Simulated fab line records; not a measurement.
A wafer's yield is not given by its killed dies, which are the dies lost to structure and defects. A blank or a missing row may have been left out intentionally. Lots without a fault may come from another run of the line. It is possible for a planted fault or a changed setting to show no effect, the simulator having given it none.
fab line records / flow berkeley_cmos170
record lots=15 wafers=45 last_day=10
route steps=331 shown PSD@179
lots that met no fault: taken from a fault-free run of the same line
start_h: start of the lot's first displayed wafer, in hours after the record's first day / wait_h: hours since the lot's step before / " unchanged from the row above / L1.1+2: a single row standing in for several wafers / - no value present, or no start provided / * or withheld: withheld / < > ~ a bound
route shown NAME@n: names a module that has steps shown in the file, with the first one's number in the route / usual: mean/standard deviation of fault-free wafers / same: alike in all rows / chamber/n: place in a boat / sites: each site's reading / _std_site: how widely they spread, as a standard deviation / _edge_site: outer sites' mean less inner sites' / radius_mm: how far each site lies from the wafer's centre / mask NAME#n: copy n / behind: tool/chamber where the wafer was last shaped / hold: the reason the lot was held/the length of the hold in hours/how it ended / device: transistor that didn't switch, given as n, p or np / end of line: at the end of the route, the tests of the same wafers / where a step has no rows: the recipe by itself / killed: count of dies lost to structure and defects at first sort (not the wafer's yield) / map: a wafer's dies, x killed, . not, _ none there
set.NAME: the setting the step ran with; set.NAME@STEP: the setting that earlier step ran with / model.NAME: the simulator's own value behind a step, which no gauge read
the route's steps for a sample of lots (tables are steps, rows are wafers)
## steps
# step UCB170_PSD_PEB_04
# recipe peb_temp_c=130 peb_time_s=withheld resist=KrF
# usual chill_plate_temp_C=22.99/0.11 exhaust_pa=45.3/0.9
lot.wafer=L200.2 tool=litho_track-01 chamber=0 start_h=128.95 wait_h=0.1 chill_plate_temp_C=23.16 exhaust_pa=45.9
lot.wafer=L200.4 tool=litho_track-01 chamber=0 start_h=128.95 wait_h=0.1 chill_plate_temp_C=23.10 exhaust_pa=44.4
lot.wafer=L200.6 tool=litho_track-01 chamber=0 start_h=128.95 wait_h=0.1 chill_plate_temp_C=23.14 exhaust_pa=45.1
lot.wafer=L202.2 tool=litho_track-02 chamber=0 start_h=129.07 wait_h=0.1 chill_plate_temp_C=22.91 exhaust_pa=45.3
lot.wafer=L202.3 tool=litho_track-02 chamber=0 start_h=129.07 wait_h=0.1 chill_plate_temp_C=22.92 exhaust_pa=45.2
lot.wafer=L202.5 tool=litho_track-02 chamber=0 start_h=129.07 wait_h=0.1 chill_plate_temp_C=22.85 exhaust_pa=44.5
lot.wafer=L201.2 tool=litho_track-01 chamber=0 start_h=129.23 wait_h=0.1 chill_plate_temp_C=23.04 exhaust_pa=45.6
lot.wafer=L201.3 tool=litho_track-01 chamber=0 start_h=129.23 wait_h=0.1 chill_plate_temp_C=22.99 exhaust_pa=44.6
lot.wafer=L201.5 tool=litho_track-01 chamber=0 start_h=129.23 wait_h=0.1 chill_plate_temp_C=22.95 exhaust_pa=45.5
lot.wafer=L204.1 tool=litho_track-02 chamber=0 start_h=146.14 wait_h=0.2 chill_plate_temp_C=22.90 exhaust_pa=47.6
lot.wafer=L204.2 tool=litho_track-02 chamber=0 start_h=146.14 wait_h=0.2 chill_plate_temp_C=22.97 exhaust_pa=46.2
lot.wafer=L204.3 tool=litho_track-02 chamber=0 start_h=146.14 wait_h=0.2 chill_plate_temp_C=22.95 exhaust_pa=46.9
lot.wafer=L203.2 tool=litho_track-02 chamber=0 start_h=146.44 wait_h=0.3 chill_plate_temp_C=23.13 exhaust_pa=45.4
lot.wafer=L203.4 tool=litho_track-02 chamber=0 start_h=146.44 wait_h=0.3 chill_plate_temp_C=23.25 exhaust_pa=46.1
lot.wafer=L203.6 tool=litho_track-02 chamber=0 start_h=146.44 wait_h=0.3 chill_plate_temp_C=23.19 exhaust_pa=45.8
lot.wafer=L205.1 tool=litho_track-02 chamber=0 start_h=158.34 wait_h=0.9 chill_plate_temp_C=23.11 exhaust_pa=45.5
lot.wafer=L205.2 tool=litho_track-02 chamber=0 start_h=158.34 wait_h=0.9 chill_plate_temp_C=23.02 exhaust_pa=44.5
lot.wafer=L205.5 tool=litho_track-02 chamber=0 start_h=158.34 wait_h=0.9 chill_plate_temp_C=23.05 exhaust_pa=43.5
lot.wafer=L206.1 tool=litho_track-04 chamber=0 start_h=158.38 wait_h=0.7 chill_plate_temp_C=22.90 exhaust_pa=46.6
lot.wafer=L206.4 tool=litho_track-04 chamber=0 start_h=158.38 wait_h=0.7 chill_plate_temp_C=22.92 exhaust_pa=46.4
lot.wafer=L206.5 tool=litho_track-04 chamber=0 start_h=158.38 wait_h=0.7 chill_plate_temp_C=22.86 exhaust_pa=46.0
lot.wafer=L210.1 tool=litho_track-02 chamber=0 start_h=184.37 wait_h=0.2 chill_plate_temp_C=23.08 exhaust_pa=46.4
lot.wafer=L210.3 tool=litho_track-02 chamber=0 start_h=184.37 wait_h=0.2 chill_plate_temp_C=22.92 exhaust_pa=44.9
lot.wafer=L210.6 tool=litho_track-02 chamber=0 start_h=184.37 wait_h=0.2 chill_plate_temp_C=22.88 exhaust_pa=46.0
lot.wafer=L209.1 tool=litho_track-01 chamber=0 start_h=184.76 wait_h=0.3 chill_plate_temp_C=22.85 exhaust_pa=45.9
lot.wafer=L209.3 tool=litho_track-01 chamber=0 start_h=184.76 wait_h=0.3 chill_plate_temp_C=23.00 exhaust_pa=46.5
lot.wafer=L209.5 tool=litho_track-01 chamber=0 start_h=184.76 wait_h=0.3 chill_plate_temp_C=22.93 exhaust_pa=45.7
lot.wafer=L211.1 tool=litho_track-02 chamber=0 start_h=191.38 wait_h=0.4 chill_plate_temp_C=23.06 exhaust_pa=47.2
lot.wafer=L211.2 tool=litho_track-02 chamber=0 start_h=191.38 wait_h=0.4 chill_plate_temp_C=23.16 exhaust_pa=46.0
lot.wafer=L211.3 tool=litho_track-02 chamber=0 start_h=191.38 wait_h=0.4 chill_plate_temp_C=23.06 exhaust_pa=45.4
lot.wafer=L215.1 tool=litho_track-01 chamber=0 start_h=199.55 wait_h=0.2 chill_plate_temp_C=22.89 exhaust_pa=43.7
lot.wafer=L215.2 tool=litho_track-01 chamber=0 start_h=199.55 wait_h=0.2 chill_plate_temp_C=23.00 exhaust_pa=44.2
lot.wafer=L215.3 tool=litho_track-01 chamber=0 start_h=199.55 wait_h=0.2 chill_plate_temp_C=22.89 exhaust_pa=44.2
lot.wafer=L213.1 tool=litho_track-02 chamber=0 start_h=199.68 wait_h=0.2 chill_plate_temp_C=22.93 exhaust_pa=45.1
lot.wafer=L213.3 tool=litho_track-02 chamber=0 start_h=199.68 wait_h=0.2 chill_plate_temp_C=23.03 exhaust_pa=44.6
lot.wafer=L213.4 tool=litho_track-02 chamber=0 start_h=199.68 wait_h=0.2 chill_plate_temp_C=23.03 exhaust_pa=45.7
lot.wafer=L214.3 tool=litho_track-01 chamber=- start_h=199.87 wait_h=0.1 chill_plate_temp_C=- exhaust_pa=-
lot.wafer=L214.4 tool=litho_track-01 chamber=- start_h=199.87 wait_h=0.1 chill_plate_temp_C=- exhaust_pa=-
lot.wafer=L214.5 tool=litho_track-01 chamber=- start_h=199.87 wait_h=0.1 chill_plate_temp_C=- exhaust_pa=-
lot.wafer=L216.2 tool=litho_track-02 chamber=- start_h=208.79 wait_h=0.1 chill_plate_temp_C=- exhaust_pa=-
lot.wafer=L216.3 tool=litho_track-02 chamber=- start_h=208.79 wait_h=0.1 chill_plate_temp_C=- exhaust_pa=-
lot.wafer=L216.4 tool=litho_track-02 chamber=- start_h=208.79 wait_h=0.1 chill_plate_temp_C=- exhaust_pa=-
lot.wafer=L217.2 tool=litho_track-02 chamber=- start_h=221.19 wait_h=0.1 chill_plate_temp_C=- exhaust_pa=-
lot.wafer=L217.3 tool=litho_track-02 chamber=- start_h=221.19 wait_h=0.1 chill_plate_temp_C=- exhaust_pa=-
lot.wafer=L217.6 tool=litho_track-02 chamber=- start_h=221.19 wait_h=0.1 chill_plate_temp_C=- exhaust_pa=-
## key
first_sign step=UCB170_PSD_PEB_04 reading=tool_record direction=missing
effect none on later readings
met_at UCB170_PSD_PEB_04
struck_lots L214,L216,L217
sort_left_out L214.3,L214.4,L214.5,L216.2,L216.3,L216.4,L217.2,L217.3,L217.6
tester_left_out L214,L216,L217
onset_between 199.68 199.87
fault kind=skipped_step_whole tool=litho_track-01,litho_track-02 chamber=- onset_h=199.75 steps=UCB170_PSD_PEB_04 scope=struck_lots_only
# tester_left_out: of these lots the tester's yield and bins aren't shown, on N5 and GAA mostly nor the transistor test; their killed dies are dies lost to structure and defects alone, not to doping, threshold or leakage, so they don't give the yield
# sort_left_out: the simulated sort isn't trusted on such a fault, so these wafers' sort isn't shown, and their yield isn't known
